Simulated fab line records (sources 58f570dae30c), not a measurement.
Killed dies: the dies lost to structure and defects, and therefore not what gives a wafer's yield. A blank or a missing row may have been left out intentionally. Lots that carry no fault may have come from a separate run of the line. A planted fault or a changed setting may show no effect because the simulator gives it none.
2 desks looking at one fault -- flow berkeleyCmos170 -- numbers are kept per desk, each desk with only its own; the story behind them comes last

## THE TOOL OWNER'S DESK: plasmaAsher-02
The tool's own readings at UCB170_PVT_STRIP_08 (strips in O2): means of the sampled wafers that have a number, for each lot that ran on this tool. If a lot's mean is further than 4 standard deviations from the usual mean, the lot is out of limits and carries the mark OUT (the distance appears in the brackets).
Columns: A = drypumpMotorCurrentA at UCB170_PVT_STRIP_08, usual 6.0 A; B = o2FlowSccm at UCB170_PVT_STRIP_08, usual 399.8 sccm; C = oesProductAu at UCB170_PVT_STRIP_08, usual 0.735 a.u.; D = stripTimeToEndpointS at UCB170_PVT_STRIP_08, usual 21.64 s
lot,first seen here,A,B,C,D
L380,day 5 15:19,5.8,400.0,0.736,21.57
L382,day 6 09:31,5.7,400.7,0.739,21.64
L387,day 7 00:38,5.7,401.8,0.733,21.64
L389,day 7 10:37,5.7,400.8,0.738,21.67
L392,day 7 17:38,5.7,533.0 (+99 or more) OUT,0.748,20.99 (-10) OUT
This desk finds L392 out of limits, L392 being first, at day 7 17:38 (o2FlowSccm at UCB170_PVT_STRIP_08). In limits: L380, L382, L387, L389.

## FROM THE METROLOGY DESK
What the gauges read for every lot (on any tool): the sampled wafers with a number, averaged. If a lot's mean is further than 4 standard deviations from the usual mean, the lot is out of limits and carries the mark OUT (the distance appears in the brackets).
Columns: A = SCREENOX_OXIDE_THK at UCB170_SCREENOX_THK_MEAS_02, usual 14.2 nm; B = PVT_OVL at UCB170_PVT_OVL_MEAS_06, usual 2 nm; C = GATE_OVL at UCB170_GATE_OVL_MEAS_13, usual -2 nm
lot,first seen here,A,B,C
L379,day 4 22:40,14.3,-2,-3
L380,day 5 08:55,14.2,14,-9
L381,day 5 16:30,13.7,8,-6
L384,day 6 02:53,14.3,3,-2
L383,day 6 02:56,13.8,-5,2
L382,day 6 02:58,14.0,6,3
L387,day 6 16:29,14.5,4,-4
L388,day 7 02:37,14.4,8,-5
L389,day 7 02:37,14.2,-5,1
L391,day 7 10:52,14.4,10,5
L392,day 7 10:52,13.7,2,3
L400,day 9 15:05,14.1,-0,-4
L401,day 9 15:08,13.9,2,-5
This desk's finding: nothing out of limits on any of the 13 lots.

## PUT TOGETHER
On L392, at day 7 17:38, an alarm was possible from the tool owner's desk.
Nothing out of limits was seen by the metrology desk.
The metrology desk has L392 on record, within its limits.
The lots listed all ran UCB170_PVT_STRIP_08 on plasmaAsher-02.

## WHAT THE SIMULATOR HAD PUT IN
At UCB170_PVT_STRIP_08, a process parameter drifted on plasmaAsher-02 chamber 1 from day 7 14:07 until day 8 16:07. Setting o2FlowSccm, moved by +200, from 400. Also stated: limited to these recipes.
Struck lots among those shown: L392.
Delay in hours, fault start to first out-of-limits reading, by desk: the tool owner's desk at 4.
